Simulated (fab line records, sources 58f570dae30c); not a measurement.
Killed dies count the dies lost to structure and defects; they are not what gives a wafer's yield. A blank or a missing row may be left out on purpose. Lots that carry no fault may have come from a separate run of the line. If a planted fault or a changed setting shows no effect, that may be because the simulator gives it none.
fab line records :: flow berkeleyCmos170 :: part 2 of 2: steps 24 to 32 of 32
record:
  lots: 5
  wafers: 15
  lastDay: 12
route steps=331 shown M2@276 V2@292
lots that met no fault: from a run of the same line without faults
startH: hours from the record's first day to the start of the lot's first wafer shown :: waitH: hours elapsed since this lot's preceding step :: " repeats the value in the row above :: L1.1+2: a row that stands for several wafers :: - no value, or no start was given :: * or withheld: withheld :: < > ~ a bound
route shown NAME@n: NAME is a module with steps in the file, n the number in the route of the first one :: usual: mean/standard deviation taken from wafers without a fault :: same: alike in all rows :: chamber/n: place in a boat :: sites: each site's reading :: _std_site: standard deviation across them :: _edge_site: mean of outer sites minus mean of inner sites :: radiusMm: how far each site lies from the wafer's centre :: mask NAME#n: copy n :: behind: tool/chamber where the wafer was last shaped :: hold: what put the lot on hold/how long, in hours/how the hold closed :: device: transistor that didn't switch, given as n, p or np :: end of line: at the end of the route, the tests of the same wafers :: for a step that has no rows: nothing shown but its recipe :: killed: at the first sort, the dies lost to defects and structure; wafer yield is something else :: map: a wafer's dies, marking killed ones x, the rest . and places with no die _
set.NAME: setting as actually run; set.NAME@STEP: the setting as run at that earlier step :: model.NAME: the simulator's own value behind a step, which no gauge read
lots at selected steps of the route; one table per step, one row per wafer
services: the hour from which a tool's chamber was out of use, counted from the record's first day as startH (under 0 if before that day), plus the number of hours and why
== steps ==
step: UCB170_V2_COAT_07
recipe:
  resist: KrF
  spinRpm: 1500
  resistThkNm: 900
usual:
  exhaustPa: 45.1/0.9
  resistLineTempC: 23.00/0.11
lot.wafer: L074.1
tool: lithoTrack-04
chamber: 0
startH: 180.14
waitH: 0.1
exhaustPa: 44.1
resistLineTempC: 22.99

lot.wafer: L074.4
tool: lithoTrack-04
chamber: 0
startH: 180.14
waitH: 0.1
exhaustPa: 45.5
resistLineTempC: 23.05

lot.wafer: L074.5
tool: lithoTrack-04
chamber: 0
startH: 180.14
waitH: 0.1
exhaustPa: 44.6
resistLineTempC: 22.91

lot.wafer: L085.3
tool: lithoTrack-03
chamber: 0
startH: 242.92
waitH: 0.1
exhaustPa: 46.1
resistLineTempC: 22.94

lot.wafer: L085.4
tool: lithoTrack-03
chamber: 0
startH: 242.92
waitH: 0.1
exhaustPa: 45.7
resistLineTempC: 22.87

lot.wafer: L085.6
tool: lithoTrack-03
chamber: 0
startH: 242.92
waitH: 0.1
exhaustPa: 46.3
resistLineTempC: 22.94

lot.wafer: L088.2
tool: lithoTrack-03
chamber: 0
startH: 251.77
waitH: 0.1
exhaustPa: 46.1
resistLineTempC: 23.10

lot.wafer: L088.3
tool: lithoTrack-03
chamber: 0
startH: 251.77
waitH: 0.1
exhaustPa: 44.6
resistLineTempC: 22.93

lot.wafer: L088.4
tool: lithoTrack-03
chamber: 0
startH: 251.77
waitH: 0.1
exhaustPa: 45.1
resistLineTempC: 23.08

lot.wafer: L087.2
tool: lithoTrack-04
chamber: 0
startH: 264.33
waitH: 0.1
exhaustPa: 44.3
resistLineTempC: 23.11

lot.wafer: L087.3
tool: lithoTrack-04
chamber: 0
startH: 264.33
waitH: 0.1
exhaustPa: 44.0
resistLineTempC: 23.20

lot.wafer: L087.6
tool: lithoTrack-04
chamber: 0
startH: 264.33
waitH: 0.1
exhaustPa: 44.4
resistLineTempC: 23.02

lot.wafer: L096.1
tool: lithoTrack-01
chamber: 0
startH: 282.18
waitH: 0.1
exhaustPa: 46.4
resistLineTempC: 22.96

lot.wafer: L096.3
tool: lithoTrack-01
chamber: 0
startH: 282.18
waitH: 0.1
exhaustPa: 45.5
resistLineTempC: 23.04

lot.wafer: L096.6
tool: lithoTrack-01
chamber: 0
startH: 282.18
waitH: 0.1
exhaustPa: 46.0
resistLineTempC: 23.03
step: UCB170_V2_SOFTBAKE_08
recipe:
  resist: KrF
  tempC: 130
  timeS: 60
usual:
  exhaustPa: 44.8/0.9
  resistLineTempC: 23.01/0.1
lot.wafer: L074.1
tool: lithoTrack-04
chamber: 0
startH: 180.29
waitH: 0.1
exhaustPa: 45.8
resistLineTempC: 22.94

lot.wafer: L074.4
tool: lithoTrack-04
chamber: 0
startH: 180.29
waitH: 0.1
exhaustPa: 44.2
resistLineTempC: 23.11

lot.wafer: L074.5
tool: lithoTrack-04
chamber: 0
startH: 180.29
waitH: 0.1
exhaustPa: 45.5
resistLineTempC: 22.97

lot.wafer: L085.3
tool: lithoTrack-03
chamber: 0
startH: 243.07
waitH: 0.1
exhaustPa: 45.4
resistLineTempC: 23.12

lot.wafer: L085.4
tool: lithoTrack-03
chamber: 0
startH: 243.07
waitH: 0.1
exhaustPa: 44.5
resistLineTempC: 23.17

lot.wafer: L085.6
tool: lithoTrack-03
chamber: 0
startH: 243.07
waitH: 0.1
exhaustPa: 45.9
resistLineTempC: 23.04

lot.wafer: L088.2
tool: lithoTrack-03
chamber: 0
startH: 251.92
waitH: 0.1
exhaustPa: 43.8
resistLineTempC: 22.80

lot.wafer: L088.3
tool: lithoTrack-03
chamber: 0
startH: 251.92
waitH: 0.1
exhaustPa: 45.2
resistLineTempC: 22.86

lot.wafer: L088.4
tool: lithoTrack-03
chamber: 0
startH: 251.92
waitH: 0.1
exhaustPa: 43.8
resistLineTempC: 22.96

lot.wafer: L087.2
tool: lithoTrack-04
chamber: 0
startH: 264.48
waitH: 0.1
exhaustPa: 44.3
resistLineTempC: 23.05

lot.wafer: L087.3
tool: lithoTrack-04
chamber: 0
startH: 264.48
waitH: 0.1
exhaustPa: 44.2
resistLineTempC: 23.03

lot.wafer: L087.6
tool: lithoTrack-04
chamber: 0
startH: 264.48
waitH: 0.1
exhaustPa: 43.0
resistLineTempC: 23.06

lot.wafer: L096.1
tool: lithoTrack-01
chamber: 0
startH: 282.33
waitH: 0.1
exhaustPa: 44.2
resistLineTempC: 22.94

lot.wafer: L096.3
tool: lithoTrack-01
chamber: 0
startH: 282.33
waitH: 0.1
exhaustPa: 45.3
resistLineTempC: 22.93

lot.wafer: L096.6
tool: lithoTrack-01
chamber: 0
startH: 282.33
waitH: 0.1
exhaustPa: 44.6
resistLineTempC: 22.82
step: UCB170_V2_EXPOSE_09
recipe:
  maskId: VIA2
  targetCdNm: 700
  na: 0.5
  sigmaOuter: 0.6
  sourceShape: conventional
  doseMj: 37
lot.wafer: L074.1+4+5
tool: krfScanner-01
chamber: 0
startH: 180.56
waitH: 0.2
mask: VIA2#0

lot.wafer: L085.3+4+6
tool: krfScanner-02
chamber: 0
startH: 243.34
waitH: 0.2
mask: VIA2#0

lot.wafer: L088.2+3+4
tool: krfScanner-02
chamber: 0
startH: 252.07
waitH: 0.1
mask: VIA2#0

lot.wafer: L087.2+3+6
tool: krfScanner-01
chamber: 0
startH: 264.62
waitH: 0.1
mask: VIA2#0

lot.wafer: L096.1+3+6
tool: krfScanner-01
chamber: 0
startH: 282.61
waitH: 0.2
mask: VIA2#0
step: UCB170_V2_PEB_10
recipe:
  pebTempC: 130
  pebTimeS: withheld
  resist: KrF
usual:
  exhaustPa: 44.8/0.86
  resistLineTempC: 23.00/0.1
lot.wafer: L074.1
tool: lithoTrack-04
chamber: 0
startH: 180.71
waitH: 0.1
exhaustPa: 46.0
resistLineTempC: 22.85

lot.wafer: L074.4
tool: lithoTrack-04
chamber: 0
startH: 180.71
waitH: 0.1
exhaustPa: 44.7
resistLineTempC: 22.88

lot.wafer: L074.5
tool: lithoTrack-04
chamber: 0
startH: 180.71
waitH: 0.1
exhaustPa: 45.5
resistLineTempC: 22.96

lot.wafer: L085.3
tool: lithoTrack-04
chamber: 0
startH: 243.48
waitH: 0.1
exhaustPa: 45.0
resistLineTempC: 23.06

lot.wafer: L085.4
tool: lithoTrack-04
chamber: 0
startH: 243.48
waitH: 0.1
exhaustPa: 45.3
resistLineTempC: 22.98

lot.wafer: L085.6
tool: lithoTrack-04
chamber: 0
startH: 243.48
waitH: 0.1
exhaustPa: 44.7
resistLineTempC: 22.75

lot.wafer: L088.2
tool: lithoTrack-03
chamber: 0
startH: 252.35
waitH: 0.3
exhaustPa: 43.7
resistLineTempC: 22.74

lot.wafer: L088.3
tool: lithoTrack-03
chamber: 0
startH: 252.35
waitH: 0.3
exhaustPa: 43.3
resistLineTempC: 23.00

lot.wafer: L088.4
tool: lithoTrack-03
chamber: 0
startH: 252.35
waitH: 0.3
exhaustPa: 43.5
resistLineTempC: 22.97

lot.wafer: L087.2
tool: lithoTrack-04
chamber: 0
startH: 264.74
waitH: 0.1
exhaustPa: 43.9
resistLineTempC: 22.99

lot.wafer: L087.3
tool: lithoTrack-04
chamber: 0
startH: 264.74
waitH: 0.1
exhaustPa: 45.2
resistLineTempC: 22.95

lot.wafer: L087.6
tool: lithoTrack-04
chamber: 0
startH: 264.74
waitH: 0.1
exhaustPa: 45.2
resistLineTempC: 22.90

lot.wafer: L096.1
tool: lithoTrack-03
chamber: 0
startH: 282.73
waitH: 0.1
exhaustPa: 45.4
resistLineTempC: 22.97

lot.wafer: L096.3
tool: lithoTrack-03
chamber: 0
startH: 282.73
waitH: 0.1
exhaustPa: 43.5
resistLineTempC: 22.85

lot.wafer: L096.6
tool: lithoTrack-03
chamber: 0
startH: 282.73
waitH: 0.1
exhaustPa: 44.8
resistLineTempC: 22.76
step: UCB170_V2_DEVELOP_11
recipe:
  developer: TMAH
  developTimeS: 45
  resist: KrF
  devTempC: 21
usual:
  exhaustPa: 45.1/0.98
  resistLineTempC: 23.01/0.1
lot.wafer: L074.1
tool: lithoTrack-04
chamber: 0
startH: -
waitH: -
exhaustPa: 46.7
resistLineTempC: 23.03

lot.wafer: L074.4
tool: lithoTrack-04
chamber: 0
startH: -
waitH: -
exhaustPa: 44.9
resistLineTempC: 23.08

lot.wafer: L074.5
tool: lithoTrack-04
chamber: 0
startH: -
waitH: -
exhaustPa: 44.3
resistLineTempC: 22.94

lot.wafer: L085.3
tool: lithoTrack-04
chamber: 0
startH: -
waitH: -
exhaustPa: 44.6
resistLineTempC: 22.91

lot.wafer: L085.4
tool: lithoTrack-04
chamber: 0
startH: -
waitH: -
exhaustPa: 45.0
resistLineTempC: 23.19

lot.wafer: L085.6
tool: lithoTrack-04
chamber: 0
startH: -
waitH: -
exhaustPa: 46.5
resistLineTempC: 23.01

lot.wafer: L088.2
tool: lithoTrack-03
chamber: 0
startH: -
waitH: -
exhaustPa: 44.4
resistLineTempC: 23.05

lot.wafer: L088.3
tool: lithoTrack-03
chamber: 0
startH: -
waitH: -
exhaustPa: 45.3
resistLineTempC: 23.18

lot.wafer: L088.4
tool: lithoTrack-03
chamber: 0
startH: -
waitH: -
exhaustPa: 45.5
resistLineTempC: 23.10

lot.wafer: L087.2
tool: lithoTrack-04
chamber: 0
startH: -
waitH: -
exhaustPa: 47.1
resistLineTempC: 22.97

lot.wafer: L087.3
tool: lithoTrack-04
chamber: 0
startH: -
waitH: -
exhaustPa: 44.8
resistLineTempC: 22.95

lot.wafer: L087.6
tool: lithoTrack-04
chamber: 0
startH: -
waitH: -
exhaustPa: 45.6
resistLineTempC: 22.96

lot.wafer: L096.1
tool: lithoTrack-03
chamber: 0
startH: -
waitH: -
exhaustPa: 44.7
resistLineTempC: 23.19

lot.wafer: L096.3
tool: lithoTrack-03
chamber: 0
startH: -
waitH: -
exhaustPa: 43.7
resistLineTempC: 23.03

lot.wafer: L096.6
tool: lithoTrack-03
chamber: 0
startH: -
waitH: -
exhaustPa: 44.8
resistLineTempC: 23.07
step: UCB170_V2_CD_MEAS_12
recipe:
  targetCdNm: 700
usual:
  cdNm: 700.0/1.4
lot.wafer: L074.1
tool: cdSem-01
chamber: -
startH: 180.99
waitH: -
cdNm: 697.7

lot.wafer: L074.4
tool: cdSem-01
chamber: -
startH: 180.99
waitH: -
cdNm: 699.0

lot.wafer: L074.5
tool: cdSem-01
chamber: -
startH: 180.99
waitH: -
cdNm: 697.5

lot.wafer: L085.3
tool: cdSem-02
chamber: -
startH: 243.75
waitH: -
cdNm: 699.8

lot.wafer: L085.4
tool: cdSem-02
chamber: -
startH: 243.75
waitH: -
cdNm: 700.1

lot.wafer: L085.6
tool: cdSem-02
chamber: -
startH: 243.75
waitH: -
cdNm: 700.9

lot.wafer: L088.2
tool: cdSem-02
chamber: -
startH: 252.65
waitH: -
cdNm: 699.0

lot.wafer: L088.3
tool: cdSem-02
chamber: -
startH: 252.65
waitH: -
cdNm: 700.8

lot.wafer: L088.4
tool: cdSem-02
chamber: -
startH: 252.65
waitH: -
cdNm: 699.6

lot.wafer: L087.2
tool: cdSem-02
chamber: -
startH: 265.01
waitH: -
cdNm: 698.8

lot.wafer: L087.3
tool: cdSem-02
chamber: -
startH: 265.01
waitH: -
cdNm: 699.5

lot.wafer: L087.6
tool: cdSem-02
chamber: -
startH: 265.01
waitH: -
cdNm: 698.7

lot.wafer: L096.1
tool: cdSem-01
chamber: -
startH: 283.01
waitH: -
cdNm: 701.9

lot.wafer: L096.3
tool: cdSem-01
chamber: -
startH: 283.01
waitH: -
cdNm: 701.4

lot.wafer: L096.6
tool: cdSem-01
chamber: -
startH: 283.01
waitH: -
cdNm: 700.9
step: UCB170_V2_OVL_MEAS_13
usual:
  V2_OVL: -1/4.8
lot.wafer: L074.1
tool: overlay-01
chamber: -
startH: 181.11
waitH: 0.1
V2_OVL[nm]: 0

lot.wafer: L074.4
tool: overlay-01
chamber: -
startH: 181.11
waitH: 0.1
V2_OVL[nm]: -4

lot.wafer: L074.5
tool: overlay-01
chamber: -
startH: 181.11
waitH: 0.1
V2_OVL[nm]: -1

lot.wafer: L085.3
tool: overlay-02
chamber: -
startH: 243.84
waitH: 0.1
V2_OVL[nm]: 8

lot.wafer: L085.4
tool: overlay-02
chamber: -
startH: 243.84
waitH: 0.1
V2_OVL[nm]: -2

lot.wafer: L085.6
tool: overlay-02
chamber: -
startH: 243.84
waitH: 0.1
V2_OVL[nm]: 1

lot.wafer: L088.2
tool: overlay-01
chamber: -
startH: 252.76
waitH: 0.1
V2_OVL[nm]: 2

lot.wafer: L088.3
tool: overlay-01
chamber: -
startH: 252.76
waitH: 0.1
V2_OVL[nm]: 3

lot.wafer: L088.4
tool: overlay-01
chamber: -
startH: 252.76
waitH: 0.1
V2_OVL[nm]: -4

lot.wafer: L087.2
tool: overlay-02
chamber: -
startH: 265.12
waitH: 0.1
V2_OVL[nm]: -5

lot.wafer: L087.3
tool: overlay-02
chamber: -
startH: 265.12
waitH: 0.1
V2_OVL[nm]: -8

lot.wafer: L087.6
tool: overlay-02
chamber: -
startH: 265.12
waitH: 0.1
V2_OVL[nm]: -8

lot.wafer: L096.1
tool: overlay-02
chamber: -
startH: 283.13
waitH: 0.1
V2_OVL[nm]: 3

lot.wafer: L096.3
tool: overlay-02
chamber: -
startH: 283.13
waitH: 0.1
V2_OVL[nm]: 4

lot.wafer: L096.6
tool: overlay-02
chamber: -
startH: 283.13
waitH: 0.1
V2_OVL[nm]: -5
step: UCB170_V2_ETCH_14
recipe:
  chemistry: CHF3/CF4/Ar
  target: SiO2
  stopOn: Al
  CHF3_flow_sccm: 45
  cf4FlowSccm: 15
  Ar_flow_sccm: 150
  pressureMtorr: 200
  rfW: 700
  targetDepthA: 12500
  overEtchFrac: 0.25
  timeS: 291
usual:
  drypumpMotorCurrentA: 5.8/0.49
  oesProductAu: 0.878/0.013
  throttleValvePct: 6.94/0.11
lot.wafer: L074.1
tool: rieDiel-04
chamber: 2
startH: 181.15
waitH: 0.0
drypumpMotorCurrentA: 4.9
oesProductAu: 0.867
rfHoursCounterH: 145
throttleValvePct: 7.05

lot.wafer: L074.4
tool: rieDiel-04
chamber: 1
startH: 181.15
waitH: 0.0
drypumpMotorCurrentA: 5.7
oesProductAu: 0.893
rfHoursCounterH: 1
throttleValvePct: 6.92

lot.wafer: L074.5
tool: rieDiel-04
chamber: 2
startH: 181.15
waitH: 0.0
drypumpMotorCurrentA: 4.9
oesProductAu: 0.876
rfHoursCounterH: -
throttleValvePct: 7.05

lot.wafer: L085.3
tool: rieDiel-02
chamber: 3
startH: 243.86
waitH: 0.0
drypumpMotorCurrentA: 6.0
oesProductAu: 0.875
rfHoursCounterH: 82
throttleValvePct: 6.98

lot.wafer: L085.4
tool: rieDiel-02
chamber: 0
startH: 243.86
waitH: 0.0
drypumpMotorCurrentA: 5.9
oesProductAu: 0.881
rfHoursCounterH: 59
throttleValvePct: 6.88

lot.wafer: L085.6
tool: rieDiel-02
chamber: 1
startH: 243.86
waitH: 0.0
drypumpMotorCurrentA: 5.8
oesProductAu: 0.865
rfHoursCounterH: -
throttleValvePct: 6.71

lot.wafer: L088.2
tool: rieDiel-04
chamber: 0
startH: 252.79
waitH: 0.0
drypumpMotorCurrentA: 5.5
oesProductAu: 0.862
rfHoursCounterH: 6
throttleValvePct: 6.86

lot.wafer: L088.3
tool: rieDiel-04
chamber: 1
startH: 252.79
waitH: 0.0
drypumpMotorCurrentA: 5.6
oesProductAu: 0.891
rfHoursCounterH: 5
throttleValvePct: 6.90

lot.wafer: L088.4
tool: rieDiel-04
chamber: 2
startH: 252.79
waitH: 0.0
drypumpMotorCurrentA: 4.9
oesProductAu: 0.869
rfHoursCounterH: 1
throttleValvePct: 7.03

lot.wafer: L087.2
tool: rieDiel-02
chamber: 0
startH: 265.15
waitH: 0.0
drypumpMotorCurrentA: 5.9
oesProductAu: 0.877
rfHoursCounterH: 60
throttleValvePct: 6.87

lot.wafer: L087.3
tool: rieDiel-02
chamber: 1
startH: 265.15
waitH: 0.0
drypumpMotorCurrentA: 5.8
oesProductAu: 0.885
rfHoursCounterH: 42
throttleValvePct: 6.70

lot.wafer: L087.6
tool: rieDiel-02
chamber: 3
startH: 265.15
waitH: 0.0
drypumpMotorCurrentA: 6.0
oesProductAu: 0.879
rfHoursCounterH: -
throttleValvePct: 6.97

lot.wafer: L096.1
tool: rieDiel-01
chamber: 2
startH: 283.16
waitH: 0.0
drypumpMotorCurrentA: 5.1
oesProductAu: 0.867
rfHoursCounterH: 73
throttleValvePct: 6.99

lot.wafer: L096.3
tool: rieDiel-01
chamber: 0
startH: 283.16
waitH: 0.0
drypumpMotorCurrentA: 6.4
oesProductAu: 0.868
rfHoursCounterH: 99
throttleValvePct: 7.12

lot.wafer: L096.6
tool: rieDiel-01
chamber: 3
startH: 283.16
waitH: 0.0
drypumpMotorCurrentA: 6.3
oesProductAu: 0.867
rfHoursCounterH: -
throttleValvePct: 6.95
step: UCB170_V2_STRIP_15
recipe:
  chemistry: O2
  powerW: 400
  pressureMtorr: 3500
  platenTempC: withheld
  o2FlowSccm: 400
  overashFraction: 0.5
usual:
  drypumpMotorCurrentA: 6.00/0.25
  o2FlowSccm: 399.9/1.2
  oesProductAu: 0.722/0.0049
  stripTimeToEndpointS: 15.35/0.13
lot.wafer: L074.1
tool: plasmaAsher-01
chamber: 1
startH: 181.32
waitH: 0.1
drypumpMotorCurrentA: 6.01
o2FlowSccm: 398.8
oesProductAu: 0.721
rfHoursCounterH: 6
stripTimeToEndpointS: 15.28

lot.wafer: L074.4
tool: plasmaAsher-01
chamber: 1
startH: 181.32
waitH: 0.1
drypumpMotorCurrentA: 5.97
o2FlowSccm: 399.6
oesProductAu: 0.725
rfHoursCounterH: -
stripTimeToEndpointS: 15.38

lot.wafer: L074.5
tool: plasmaAsher-01
chamber: 1
startH: 181.32
waitH: 0.1
drypumpMotorCurrentA: 5.99
o2FlowSccm: 399.2
oesProductAu: 0.714
rfHoursCounterH: -
stripTimeToEndpointS: 15.32

lot.wafer: L085.3
tool: plasmaAsher-01
chamber: 0
startH: 244.07
waitH: 0.1
drypumpMotorCurrentA: 5.89
o2FlowSccm: 400.6
oesProductAu: 0.722
rfHoursCounterH: -
stripTimeToEndpointS: 15.02

lot.wafer: L085.4
tool: plasmaAsher-01
chamber: 1
startH: 244.07
waitH: 0.1
drypumpMotorCurrentA: 6.03
o2FlowSccm: 398.9
oesProductAu: 0.725
rfHoursCounterH: -
stripTimeToEndpointS: 15.28

lot.wafer: L085.6
tool: plasmaAsher-01
chamber: 1
startH: 244.07
waitH: 0.1
drypumpMotorCurrentA: 6.06
o2FlowSccm: 400.6
oesProductAu: 0.728
rfHoursCounterH: -
stripTimeToEndpointS: 15.40

lot.wafer: L088.2
tool: plasmaAsher-01
chamber: 0
startH: 252.96
waitH: 0.1
drypumpMotorCurrentA: 5.89
o2FlowSccm: 396.3
oesProductAu: 0.726
rfHoursCounterH: 15
stripTimeToEndpointS: 15.13

lot.wafer: L088.3
tool: plasmaAsher-01
chamber: 1
startH: 252.96
waitH: 0.1
drypumpMotorCurrentA: 5.99
o2FlowSccm: 400.7
oesProductAu: 0.719
rfHoursCounterH: -
stripTimeToEndpointS: 15.17

lot.wafer: L088.4
tool: plasmaAsher-01
chamber: 0
startH: 252.96
waitH: 0.1
drypumpMotorCurrentA: 5.88
o2FlowSccm: 398.3
oesProductAu: 0.727
rfHoursCounterH: -
stripTimeToEndpointS: 15.21

lot.wafer: L087.2
tool: plasmaAsher-02
chamber: 1
startH: 265.33
waitH: 0.1
drypumpMotorCurrentA: 6.50
o2FlowSccm: 400.7
oesProductAu: 0.721
rfHoursCounterH: 54
stripTimeToEndpointS: 15.47

lot.wafer: L087.3
tool: plasmaAsher-02
chamber: 0
startH: 265.33
waitH: 0.1
drypumpMotorCurrentA: 5.71
o2FlowSccm: 401.8
oesProductAu: 0.725
rfHoursCounterH: -
stripTimeToEndpointS: 15.59

lot.wafer: L087.6
tool: plasmaAsher-02
chamber: 1
startH: 265.33
waitH: 0.1
drypumpMotorCurrentA: 6.48
o2FlowSccm: 401.5
oesProductAu: 0.720
rfHoursCounterH: -
stripTimeToEndpointS: 15.14

lot.wafer: L096.1
tool: plasmaAsher-01
chamber: 0
startH: 283.34
waitH: 0.1
drypumpMotorCurrentA: 5.90
o2FlowSccm: 399.1
oesProductAu: 0.714
rfHoursCounterH: 19
stripTimeToEndpointS: 15.50

lot.wafer: L096.3
tool: plasmaAsher-01
chamber: 0
startH: 283.34
waitH: 0.1
drypumpMotorCurrentA: 5.88
o2FlowSccm: 400.7
oesProductAu: 0.724
rfHoursCounterH: -
stripTimeToEndpointS: 15.34

lot.wafer: L096.6
tool: plasmaAsher-01
chamber: 0
startH: 283.34
waitH: 0.1
drypumpMotorCurrentA: 5.90
o2FlowSccm: 398.8
oesProductAu: 0.723
rfHoursCounterH: -
stripTimeToEndpointS: 15.47
== services ==
tool: krfScanner-01
chamber: -
startH: 157.87
hours: 1.3
kind: pm

tool: krfScanner-02
chamber: -
startH: 159.43
hours: 0.2
kind: repair

tool: rieDiel-02
chamber: -
startH: 167.71
hours: 0.4
kind: repair

tool: rieDiel-01
chamber: 3
startH: 167.98
hours: 15.8
kind: repair

tool: krfScanner-02
chamber: -
startH: 173.20
hours: 0.5
kind: repair

tool: plasmaAsher-03
chamber: -
startH: 174.90
hours: 2.8
kind: pm

tool: wetBench-02
chamber: -
startH: 177.92
hours: 8.2
kind: repair

tool: cmp-01
chamber: -
startH: 188.25
hours: 4.7
kind: pm

tool: pecvd-02
chamber: 0
startH: 190.99
hours: 2.1
kind: repair

tool: rieDiel-02
chamber: -
startH: 193.40
hours: 4.3
kind: pm

tool: plasmaAsher-01
chamber: -
startH: 207.41
hours: 2.8
kind: pm

tool: rieDiel-04
chamber: 3
startH: 210.00
hours: 3.5
kind: repair

tool: krfScanner-02
chamber: -
startH: 212.42
hours: 1.0
kind: pm

tool: rieMetal-04
chamber: -
startH: 213.36
hours: 2.8
kind: pm

tool: pecvd-03
chamber: 0
startH: 224.01
hours: 5.9
kind: repair

tool: krfScanner-01
chamber: -
startH: 225.76
hours: 0.8
kind: pm

tool: krfScanner-01
chamber: -
startH: 229.44
hours: 1.0
kind: pm

tool: rieDiel-04
chamber: -
startH: 238.55
hours: 2.8
kind: pm

tool: cmp-02
chamber: -
startH: 240.35
hours: 1.2
kind: repair

tool: krfScanner-02
chamber: -
startH: 243.79
hours: 1.7
kind: repair

tool: krfScanner-02
chamber: -
startH: 249.57
hours: 0.6
kind: repair

tool: krfScanner-01
chamber: -
startH: 254.72
hours: 5.1
kind: repair

tool: plasmaAsher-03
chamber: -
startH: 258.49
hours: 1.6
kind: repair

tool: krfScanner-02
chamber: -
startH: 259.87
hours: 1.3
kind: pm
